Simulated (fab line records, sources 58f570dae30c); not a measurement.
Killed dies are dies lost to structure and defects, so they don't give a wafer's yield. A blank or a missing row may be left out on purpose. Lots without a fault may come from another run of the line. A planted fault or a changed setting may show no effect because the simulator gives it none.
A struck lot beside a sound one | flow berkeley_cmos170 | 13 steps out of a route of 331
Sound: wafers L465.2, L465.5, L465.6. Struck: wafers L471.3, L471.5, L471.6. The cause comes at the end.
At each step with rows: each side's tool, then ch and its chambers, then its first start. Under that, the readings that differ: sound wafers | struck wafers | difference of the means | sigmas: that difference in standard deviations of wafers without a fault.
alike: readings whose means differ by less than 2 such deviations, and words and numbers that are the same on both sides. not compared: withheld readings, readings that some wafer has no value for, bounds like >300 that may hide the same value, and numbers for which the record gives no deviation and whose values overlap.
The two part at a step that has a row with sigmas, a row that says differs or no value, or rows on one side only. Numbers that don't overlap but have no deviation are shown without sigmas and don't part them. A reading that every wafer of one side lacks parts them only if that side has two wafers or more.

first, 1 step without rows for these wafers: UCB170_BACKSIDE_CLEAN_04 (cleans in SPM, time 600 s).
UCB170_SDANNEAL_RTA_00: time 10 s.
  sound on rtp_anneal-01 ch 0, day 9 13:28; struck on rtp_anneal-01 ch 0, day 10 05:22
  alike: lamp_power_pct, wafer_temp_C_max
UCB170_SDANNEAL_RTA_01: time 5 s.
  sound on rtp_anneal-01 ch 0, day 9 13:31; struck on rtp_anneal-01 ch 0, day 10 05:26
  alike: lamp_power_pct, wafer_temp_C_max
UCB170_SDANNEAL_RS_MEAS_02: measures by four-point-probe.
  sound on film_metro-04, day 9 13:35; struck on film_metro-02, day 10 05:31
  alike: PSD_RS
UCB170_SDANNEAL_RS_MEAS_03: measures by four-point-probe.
  sound on film_metro-04, day 9 13:43; struck on film_metro-02, day 10 05:38
  alike: NSD_RS
UCB170_SDANNEAL_RS_MEAS_04: measures by four-point-probe.
  sound on film_metro-04, day 9 13:50; struck on film_metro-02, day 10 05:45
  alike: PLDD_RS
UCB170_SDANNEAL_RS_MEAS_05: measures by four-point-probe.
  sound on film_metro-04, day 9 13:57; struck on film_metro-02, day 10 05:52
  alike: NLDD_RS
then, 1 step without rows for these wafers: UCB170_SILICIDE_PRE_CLEAN_00 (preclean etch time 60 s).
UCB170_SILICIDE_SPUTTER_01: material Ti, target thk 30 nm, time 25 s.
  sound on pvd_sputter-04, day 9 14:07; struck on pvd_sputter-02, day 10 06:01
  alike: throttle_valve_pct
UCB170_SILICIDE_RS_MEAS_02: measures by four-point-probe.
  sound on film_metro-01, day 9 14:10; struck on film_metro-03, day 10 06:05
  alike: SILICIDE_TI_RS
UCB170_SILICIDE_THK_MEAS_03: measures by xrf.
  sound on film_metro-01, day 9 14:17; struck on film_metro-03, day 10 06:11
  alike: SILICIDE_TI_THK
UCB170_SILICIDE_RTA_04: time 15 s.
  sound on rtp_anneal-02 ch 0, day 9 14:20; struck on rtp_anneal-01 ch 0, day 10 06:15
  reading            | sound          | struck      | difference | sigmas
  lamp_power_pct (%) | 11.1 11.1 11.1 | 9.3 9.3 9.3 | -1.8       | -2
  alike: wafer_temp_C_max
UCB170_SILICIDE_WET_ETCH_05: etches Ti in SPM, time 45 s.
  sound on wet_bench-02 ch 3, day 9 14:24; struck on wet_bench-01 ch 2, day 10 06:18
  no value came back on the struck wafers for bath_guard_temp_C (C), bath_heat_duty_pct (%); on the sound wafers bath_guard_temp_C (C) reads 120.7 120.5 121.0

WHERE THEY PART
First at UCB170_SILICIDE_RTA_04; last, within this record, at UCB170_SILICIDE_WET_ETCH_05.

WHY: what the simulator had put in
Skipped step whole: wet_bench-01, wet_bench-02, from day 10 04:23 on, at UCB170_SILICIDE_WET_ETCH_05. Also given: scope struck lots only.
